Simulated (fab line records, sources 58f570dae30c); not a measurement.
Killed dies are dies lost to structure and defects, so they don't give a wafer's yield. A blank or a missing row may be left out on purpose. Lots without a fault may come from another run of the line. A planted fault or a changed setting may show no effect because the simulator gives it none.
Which tool did it? | flow berkeley_cmos170 | 14 lots, 42 wafers sampled, at 5 steps of a route of 331

WHAT THE GAUGES READ, wafer by wafer
UCB170_CONTACT_CD_MEAS_15: target cd 700 nm.
lot  | measured     | on        | cd_nm (nm)
L280 | day 6 16:38  | cd_sem-02 | 699.0 699.6 699.4
L279 | day 6 16:58  | cd_sem-01 | 700.9 700.6 700.7
L283 | day 7 08:38  | cd_sem-02 | 699.8 701.5 700.8
L282 | day 7 09:07  | cd_sem-01 | 702.6 701.4 702.8
L281 | day 7 09:20  | cd_sem-01 | 699.9 699.7 700.5
L288 | day 9 03:35  | cd_sem-01 | 700.2 699.4 700.6
L290 | day 9 04:48  | cd_sem-01 | 700.9 700.6 700.8
L293 | day 9 20:01  | cd_sem-01 | 698.9 701.0 700.1
L291 | day 9 20:20  | cd_sem-02 | 700.6 699.8 698.9
L298 | day 10 20:56 | cd_sem-02 | 698.6 697.7 698.8
L297 | day 10 20:59 | cd_sem-01 | 698.6 700.2 700.4
L295 | day 10 21:13 | cd_sem-02 | 696.0 696.3 696.7
L299 | day 11 10:38 | cd_sem-02 | 699.3 700.1 699.7
L302 | day 11 14:53 | cd_sem-02 | 698.0 697.9 697.8

UCB170_M1_CD_MEAS_90: target cd 700 nm.
lot  | measured     | on        | cd_nm (nm)
L280 | day 6 20:47  | cd_sem-01 | 701.8 701.1 701.3
L279 | day 6 21:05  | cd_sem-02 | 699.1 698.1 701.9
L283 | day 7 11:18  | cd_sem-02 | 702.8 705.7 702.0
L282 | day 7 12:04  | cd_sem-01 | 699.1 700.8 702.4
L281 | day 7 12:19  | cd_sem-02 | 696.0 697.5 696.6
L288 | day 9 06:35  | cd_sem-01 | 698.5 701.5 699.1
L290 | day 9 07:39  | cd_sem-01 | 697.3 697.1 698.1
L293 | day 9 22:28  | cd_sem-01 | 691.2 691.3 698.5
L291 | day 9 22:35  | cd_sem-02 | 700.5 697.6 695.8
L298 | day 11 00:28 | cd_sem-01 | 703.9 702.2 704.3
L297 | day 11 00:05 | cd_sem-01 | 699.7 699.3 700.8
L295 | day 11 01:10 | cd_sem-02 | 693.6 702.7 700.3
L299 | day 11 12:55 | cd_sem-01 | 700.8 701.3 702.0
L302 | day 11 17:22 | cd_sem-01 | 694.5 698.6 696.7

WHICH TOOL RAN EACH LOT (tool, then ch and the chambers of the sampled wafers, then the start)
lot  | UCB170_CONTACT_ETCH_18                        | UCB170_M1_METAL_ETCH_12           | UCB170_M1_STRIP_13
L280 | rie_diel-01 ch 0,1, day 6 20:32 or earlier    | rie_metal-04 ch 0,1, day 6 20:32  | plasma_asher-03 ch 0,1, day 6 20:39
L279 | rie_diel-03 ch 0,1,2, day 6 20:46 or earlier  | rie_metal-03 ch 0, day 6 20:46    | plasma_asher-03 ch 0,1, day 6 20:53
L283 | rie_diel-02 ch 1,2,3, day 7 11:03 or earlier  | rie_metal-04 ch 0,1, day 7 11:03  | plasma_asher-03 ch 0,1, day 7 11:11
L282 | rie_diel-03 ch 0,3, day 7 11:50 or earlier    | rie_metal-02 ch 0,1, day 7 11:50  | plasma_asher-03 ch 0,1, day 7 11:58
L281 | rie_diel-01 ch 0,1,2, day 7 12:05 or earlier  | rie_metal-03 ch 0,1, day 7 12:05  | plasma_asher-03 ch 0,1, day 7 12:13
L288 | rie_diel-02 ch 0,2,3, day 9 06:15 or earlier  | rie_metal-03 ch 1, day 9 06:15    | plasma_asher-03 ch 0,1, day 9 06:28
L290 | rie_diel-02 ch 0,2, day 9 07:17 or earlier    | rie_metal-04 ch 1, day 9 07:17    | plasma_asher-01 ch 0, day 9 07:33
L293 | rie_diel-01 ch 1,2,3, day 9 22:14 or earlier  | rie_metal-02 ch 0,1, day 9 22:14  | plasma_asher-03 ch 0,1, day 9 22:22
L291 | rie_diel-03 ch 2,3, day 9 22:20 or earlier    | rie_metal-04 ch 0,1, day 9 22:20  | plasma_asher-01 ch 0,1, day 9 22:29
L298 | rie_diel-01 ch 1,3, day 11 00:05 or earlier   | rie_metal-04 ch 1, day 11 00:05   | plasma_asher-04 ch 0,1, day 11 00:22
L297 | rie_diel-02 ch 1,2, day 10 23:52 or earlier   | rie_metal-03 ch 0,1, day 10 23:52 | plasma_asher-03 ch 0,1, day 10 23:59
L295 | rie_diel-03 ch 0,1,2, day 11 00:56 or earlier | rie_metal-02 ch 0,1, day 11 00:56 | plasma_asher-03 ch 0,1, day 11 01:04
L299 | rie_diel-03 ch 0,1,2, day 11 12:41 or earlier | rie_metal-04 ch 0,1, day 11 12:41 | plasma_asher-03 ch 0,1, day 11 12:49
L302 | rie_diel-02 ch 0,1,3, day 11 17:08 or earlier | rie_metal-04 ch 0,1, day 11 17:08 | plasma_asher-03 ch 0,1, day 11 17:16
- UCB170_CONTACT_ETCH_18: etches PSG in CHF3/CF4/Ar, stops on TiSi2, target depth 840 nm, time 195 s.
- UCB170_M1_METAL_ETCH_12: etches Al in Cl2/BCl3, stops on PSG, target depth 780 nm, time 130 s.
- UCB170_M1_STRIP_13: strips in O2.

WHAT THE TOOLS THEMSELVES READ (means of the sampled wafers that have a number; where no wafer has one, the mark that the record gives instead)
UCB170_CONTACT_ETCH_18.
lot  | tool        | drypump_motor_current_A (A) | oes_product_au (a.u.) | throttle_valve_pct (%)
L280 | rie_diel-01 | 5.1                         | 0.883                 | 7.06
L279 | rie_diel-03 | 5.9                         | 0.881                 | 6.90
L283 | rie_diel-02 | 5.9                         | 0.881                 | 6.95
L282 | rie_diel-03 | 5.7                         | 0.901                 | 6.78
L281 | rie_diel-01 | 5.1                         | 0.887                 | 7.07
L288 | rie_diel-02 | 5.9                         | 0.888                 | 6.96
L290 | rie_diel-02 | 5.7                         | 0.898                 | 6.92
L293 | rie_diel-01 | 5.3                         | 0.889                 | 7.07
L291 | rie_diel-03 | 5.6                         | 0.896                 | 6.86
L298 | rie_diel-01 | 5.2                         | 0.872                 | 7.08
L297 | rie_diel-02 | 5.9                         | 0.902                 | 7.01
L295 | rie_diel-03 | 5.9                         | 0.873                 | 6.90
L299 | rie_diel-03 | 5.9                         | 0.880                 | 6.90
L302 | rie_diel-02 | 5.9                         | 0.881                 | 6.84

UCB170_M1_METAL_ETCH_12.
lot  | tool         | bcl3_flow_sccm (sccm) | drypump_motor_current_A (A) | oes_product_au (a.u.) | throttle_valve_pct (%)
L280 | rie_metal-04 | 45.07                 | 6.0                         | 0.842                 | 24.32
L279 | rie_metal-03 | 44.98                 | 6.3                         | 0.856                 | 24.30
L283 | rie_metal-04 | 45.18                 | 5.5                         | 0.832                 | 24.28
L282 | rie_metal-02 | 44.86                 | 5.4                         | 0.868                 | 24.27
L281 | rie_metal-03 | 45.03                 | 6.2                         | 0.860                 | 24.50
L288 | rie_metal-03 | 45.16                 | 6.1                         | 0.859                 | 24.59
L290 | rie_metal-04 | 44.81                 | 5.0                         | 0.845                 | 24.24
L293 | rie_metal-02 | 45.01                 | 5.3                         | 0.863                 | 24.27
L291 | rie_metal-04 | 44.98                 | 5.9                         | 0.839                 | 24.32
L298 | rie_metal-04 | 45.20                 | 5.0                         | 0.835                 | 24.25
L297 | rie_metal-03 | 44.97                 | 6.2                         | 0.854                 | 24.41
L295 | rie_metal-02 | 44.86                 | 5.5                         | 0.883                 | 24.39
L299 | rie_metal-04 | 44.99                 | 5.9                         | 0.845                 | 24.30
L302 | rie_metal-04 | 45.05                 | 5.5                         | 0.845                 | 24.28

UCB170_M1_STRIP_13.
lot  | tool            | drypump_motor_current_A (A) | oes_product_au (a.u.)
L280 | plasma_asher-03 | 5.7                         | 0.722
L279 | plasma_asher-03 | 5.8                         | 0.722
L283 | plasma_asher-03 | 5.7                         | 0.718
L282 | plasma_asher-03 | 5.7                         | 0.723
L281 | plasma_asher-03 | 5.7                         | 0.721
L288 | plasma_asher-03 | 5.7                         | 0.718
L290 | plasma_asher-01 | 5.1                         | 0.724
L293 | plasma_asher-03 | 5.8                         | 0.656
L291 | plasma_asher-01 | 5.2                         | 0.722
L298 | plasma_asher-04 | 6.0                         | 0.721
L297 | plasma_asher-03 | 5.8                         | 0.717
L295 | plasma_asher-03 | 5.8                         | 0.685
L299 | plasma_asher-03 | 5.8                         | 0.720
L302 | plasma_asher-03 | 5.7                         | 0.723

THE ANSWER, worked out from the rows above alone
Rule: what is usual is taken from the lots themselves. Put in order of their means at a reading, lots are off if they are a third of the lots or fewer, leave a main group of 4 or more, and stand apart from it by a gap of 3 or more times the standard deviation of the main group's means; of several such gaps the widest counts. A main group whose means are all the same, to the digits that the tables above print for the reading, isn't used. A lot without any number at a reading at which 4 lots or more have one is off too. The other lots that the step has rows for count as sound. The gauges are gone through in route order, then the tools' own readings, and for those a lot's mean is taken as printed above. The first step at which some lot is off is used, and at that step the reading that is off furthest; a lot without a number counts as furthest.
Off: L293, L295, at UCB170_M1_STRIP_13 (oes_product_au). The main group: mean 0.721 a.u., standard deviation 0.0021.
A tool fits if, at that step or a process step before it, it ran every lot that is off, and no sound lot after the first of them. UCB170_CONTACT_ETCH_18 gives no start for some lots, so the hours and the order of its lots are those of UCB170_M1_METAL_ETCH_12. One fits: rie_metal-02 at UCB170_M1_METAL_ETCH_12. Its last sound lot is L282 (day 7 11:50), its first lot that is off L293 (day 9 22:14): a fault that began between those two fits.

WHAT THE SIMULATOR HAD PUT IN
Process parameter drift: rie_metal-02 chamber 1, from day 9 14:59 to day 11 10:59, at UCB170_M1_METAL_ETCH_12. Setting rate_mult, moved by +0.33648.
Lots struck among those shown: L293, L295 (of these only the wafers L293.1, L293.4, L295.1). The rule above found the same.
